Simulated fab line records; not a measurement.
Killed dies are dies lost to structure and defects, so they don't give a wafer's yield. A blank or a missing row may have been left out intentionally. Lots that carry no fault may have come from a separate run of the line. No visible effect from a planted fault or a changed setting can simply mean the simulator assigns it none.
Check for tools in common -- flow berkeley cmos170 -- 13 lots and 39 wafers in the sample

== THE REASON FOR OPENING IT ==
At UCB170_GATE_CD_MEAS_12 the reading cd nm is flagged on 1 of 13 lots. No-fault wafers: 349.7 nm, standard deviation 1.6.
Rule: a lot is flagged in two cases, either no wafer of it has a number, or all its wafers with numbers fall more than 4 standard deviations from that mean. The rest of the lots are taken to be sound.

lot,measured,on,"cd nm (nm), wafer by wafer",flag
L341,day 6 09:11,cd sem-02,348.4 350.3 349.1,
L342,day 6 10:34,cd sem-02,350.5 348.3 349.9,
L343,day 6 17:11,cd sem-01,346.0 345.3 345.8,
L345,day 7 00:44,cd sem-01,352.0 351.2 350.0,
L346,day 7 00:58,cd sem-02,350.4 349.7 349.3,
L348,day 7 10:16,cd sem-02,351.5 349.9 350.9,
L347,day 7 10:26,cd sem-02,280.7 280.4 280.5,FLAGGED
L359,day 9 19:47,cd sem-01,352.9 352.7 352.8,
L358,day 9 19:59,cd sem-01,348.4 347.0 349.3,
L360,day 9 20:16,cd sem-02,348.6 347.8 349.4,
L361,day 10 11:02,cd sem-02,350.9 352.1 350.4,
L362,day 10 18:04,cd sem-01,351.1 350.9 349.6,
L363,day 10 18:17,cd sem-01,350.7 350.4 350.8,
Average over the flagged lots: 280.5 nm; offset from the usual -69.2 nm, equal to -43 standard deviations.

== WHICH TOOL RAN EACH LOT ==
The record keeps 1 process step preceding the reading, out of 331 steps on the route. Every cell lists first the tool, next ch and the chambers used by the sampled wafers, and last the start.
lot,flag,UCB170_GATE_EXPOSE_09
L341,,"krf scanner-02 ch 0, day 6 08:47"
L342,,"krf scanner-02 ch 0, day 6 10:10"
L343,,"krf scanner-01 ch 0, day 6 16:47"
L345,,"krf scanner-01 ch 0, day 7 00:20"
L346,,"krf scanner-02 ch 0, day 7 00:35"
L348,,"krf scanner-01 ch 0, day 7 09:40"
L347,FLAGGED,"krf scanner-01 ch 0, day 7 09:49"
L359,,"krf scanner-02 ch 0, day 9 19:24"
L358,,"krf scanner-02 ch 0, day 9 19:34"
L360,,"krf scanner-01 ch 0, day 9 19:46"
L361,,"krf scanner-01 ch 0, day 10 10:39"
L362,,"krf scanner-01 ch 0, day 10 17:22"
L363,,"krf scanner-02 ch 0, day 10 17:35"
What these steps do:
- UCB170_GATE_EXPOSE_09: exposes mask POLY, target cd 350 nm.
- UCB170_GATE_CD_MEAS_12: target cd 350 nm.

== FLAGGED AGAINST TOTAL, ONE TOOL AT A TIME (gauges that did the reading follow at the end) ==
step,tool,lots run,flagged,share of the flagged lots,sound lots run after its first flagged lot
UCB170_GATE_EXPOSE_09,krf scanner-01,7,1,all,"3 (L360,L361,L362)"
UCB170_GATE_EXPOSE_09,krf scanner-02,6,0,none,-
UCB170_GATE_CD_MEAS_12,cd sem-01,6,0,none,-
UCB170_GATE_CD_MEAS_12,cd sem-02,7,1,all,"2 (L360,L361)"

== WHAT IS ALLOWED BY THE TABLE ==
Rows of the table that ran all the flagged lots, 2 in number: krf scanner-01 at UCB170_GATE_EXPOSE_09; cd sem-02 at UCB170_GATE_CD_MEAS_12.
- krf scanner-01 at UCB170_GATE_EXPOSE_09 ran 7 lots, 1 of them flagged. Sound lots ran on it after the first flagged one (L360, L361, L362), which a lasting fault on the whole tool wouldn't allow.
- cd sem-02 at UCB170_GATE_CD_MEAS_12 ran 7 lots, 1 of them flagged. Sound lots ran on it after the first flagged one (L360, L361), which a lasting fault on the whole tool wouldn't allow.
Every row of the table either missed a flagged lot or ran a sound lot after the first.

== WHAT THE SIMULATOR HAD INSERTED ==
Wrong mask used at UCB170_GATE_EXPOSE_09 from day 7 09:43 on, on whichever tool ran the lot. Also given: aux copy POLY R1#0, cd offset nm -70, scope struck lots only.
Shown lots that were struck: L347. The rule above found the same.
